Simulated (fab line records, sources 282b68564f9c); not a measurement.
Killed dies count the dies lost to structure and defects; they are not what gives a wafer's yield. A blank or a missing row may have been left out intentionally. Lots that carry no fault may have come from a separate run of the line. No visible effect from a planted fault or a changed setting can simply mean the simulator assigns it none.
Which of the tools did it? ; flow rit cmos ; 15 lots, 45 wafers sampled, at 2 steps of a route of 202

== WHAT THE GAUGES SHOWED, per wafer ==
RIT_GATE_CD_MEAS_16 targets a cd of 150 nm. Usual: cd nm reads 150.2 nm (standard deviation 2.5).
lot;measured;on;cd nm (nm);flag
L597;day 2 18:18;cd sem-01;148.7 149.4 149.7;
L599;day 3 01:34;cd sem-01;154.2 154.0 152.6;
L602;day 3 14:24;cd sem-01;149.7 147.7 148.4;
L603;day 3 18:58;cd sem-01;153.0 149.7 152.1;
L604;day 4 03:43;cd sem-01;148.3 148.5 148.6;
L607;day 4 14:23;cd sem-01;147.6 148.1 147.4;
L608;day 4 21:26;cd sem-01;148.1 147.4 149.4;
L609;day 5 00:40;cd sem-01;151.4 151.9 152.3;
L610;day 5 07:17;cd sem-01;154.8 154.8 155.7;
L611;day 5 10:58;cd sem-01;144.1 145.9 144.4;
L612;day 5 18:25;cd sem-02;153.6 153.9 153.6;
L615;day 6 16:21;cd sem-01;148.6 149.7 149.0;
L616;day 6 17:56;cd sem-01;150.0 150.8 148.6;
L617;day 6 21:25;cd sem-01;154.3 149.9 149.2;
L620;day 7 15:17;cd sem-01;148.4 147.6 150.1;

RIT_REOX_THK_MEAS_04. Usual: REOX_OXIDE_THK gives 25.0 nm (standard deviation 0.48).
lot;measured;on;REOX_OXIDE_THK (nm);flag
L597;day 2 21:56;film metro-02;24.9 24.9 25.3;
L599;day 3 05:37;film metro-02;24.8 24.9 24.9;
L602;day 3 18:07;film metro-04;23.8 24.3 24.2;
L603;day 3 22:37;film metro-02;24.7 24.8 24.3;
L604;day 4 08:56;film metro-02;25.3 25.3 25.3;
L607;day 4 18:02;film metro-02;24.5 24.6 24.5;
L608;day 5 01:06;film metro-01;25.7 25.1 24.8;
L609;day 5 04:19;film metro-01;25.1 25.2 25.3;
L610;day 5 10:55;film metro-01;25.3 25.4 25.2;
L611;day 5 14:44;film metro-02;24.7 24.9 24.8;
L612;day 5 23:59;film metro-04;25.9 25.6 25.2;
L615;day 6 20:12;film metro-01;25.3 25.1 25.2;
L616;day 6 21:34;film metro-02;25.7 25.0 25.1;
L617;day 7 04:26;film metro-02;25.1 25.2 25.1;
L620;day 7 22:06;film metro-02;25.3 24.9 25.2;

== EACH LOT AND THE TOOL THAT RAN IT (in order: tool; ch and the chambers of the sampled wafers; start) ==
Record: no process step prior to these readings.

== WHAT THE TOOLS THEMSELVES READ (means of the sampled wafers that have a number; where no wafer has one, the mark that the record gives instead) ==
The record holds no such reading with a usual standard deviation.

== THE ANSWER, worked out from the rows above alone ==
Rule: lot off if the mean of its wafers having a number is beyond 3 standard deviations from the usual mean. Also off: a lot with no number at a reading for which 4 or more lots have one. Where the step has rows for the other lots, those lots are counted as sound. First the gauges in route order, then the tools' own readings, where a lot's mean is used as printed above. At the first step where some lot is off, the reading lying furthest off is the one used; lots without a number count as furthest.
No lot is off at any reading shown: from this, nothing can be told.

== WHAT WAS PUT IN BY THE SIMULATOR ==
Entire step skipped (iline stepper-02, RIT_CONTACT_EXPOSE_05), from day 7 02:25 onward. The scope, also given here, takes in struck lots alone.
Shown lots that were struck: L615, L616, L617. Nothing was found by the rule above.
